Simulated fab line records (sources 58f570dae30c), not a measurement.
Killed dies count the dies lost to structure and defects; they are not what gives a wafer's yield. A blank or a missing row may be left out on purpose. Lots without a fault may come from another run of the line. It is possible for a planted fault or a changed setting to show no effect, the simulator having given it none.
One fault through the eyes of 2 desks    flow berkeley cmos170    each desk holds nothing but its own numbers, with what lay behind them at the end

## AT THE METROLOGY DESK
Lot by lot, what the gauges showed, no matter which tool ran the lot: averages of those sampled wafers that carry a number. Marked OUT: a lot whose mean sits more than 4 standard deviations from the usual mean, which makes it out of limits; the brackets give that distance.
Columns: A = M2_OVL at UCB170_M2_OVL_MEAS_16, usual -1 nm; B = V2_BOW at UCB170_V2_BOW_MEAS_03, usual 38 um
lot   first seen here  A    B
L399  day 9 02:31      -10  43
L403  day 9 12:45      -1   35
L404  day 9 12:59      0    44
L402  day 9 13:16      -3   39
L405  day 10 08:37     -1   45
L406  day 10 09:47     7    43
L409  day 11 03:34     3    33
L408  day 11 05:13     -6   33
L411  day 11 05:26     -3   38
L416  day 11 22:02     -1   32
L415  day 11 22:26     -3   40
L414  day 11 22:45     -4   27
L418  day 12 16:13     -5   36
L419  day 12 16:31     -3   45
Finding of this desk: none of the 14 lots has anything out of limits.

## AT THE TOOL OWNER'S DESK: rie diel-03
The tool's own readings at UCB170_M2_ETCH_17 (etches BARC in N2/H2): means of the sampled wafers that have a number, for each lot that ran on this tool. Marked OUT: a lot whose mean sits more than 4 standard deviations from the usual mean, which makes it out of limits; the brackets give that distance.
Columns: A = drypump motor current A at UCB170_M2_ETCH_17, usual 5.6 A; B = oes product au at UCB170_M2_ETCH_17, usual 0.997 a.u.; C = throttle valve pct at UCB170_M2_ETCH_17, usual 13.39 %
lot   first seen here  A    B      C
L399  day 9 02:33      5.4  0.981  13.45
L402  day 9 13:18      5.8  0.988  13.47
L406  day 10 09:49     5.3  0.983  13.42
L411  day 11 05:28     5.6  0.986  13.49
L416  day 11 22:04     5.5  0.997  13.50
L415  day 11 22:28     5.3  0.973  13.41
Finding of this desk: none of the 6 lots has anything out of limits.

## TAKEN TOGETHER
From the metrology desk's view, nothing was out of limits.
Nothing out of limits was seen by the tool owner's desk.

## WHAT THE SIMULATOR PUT IN
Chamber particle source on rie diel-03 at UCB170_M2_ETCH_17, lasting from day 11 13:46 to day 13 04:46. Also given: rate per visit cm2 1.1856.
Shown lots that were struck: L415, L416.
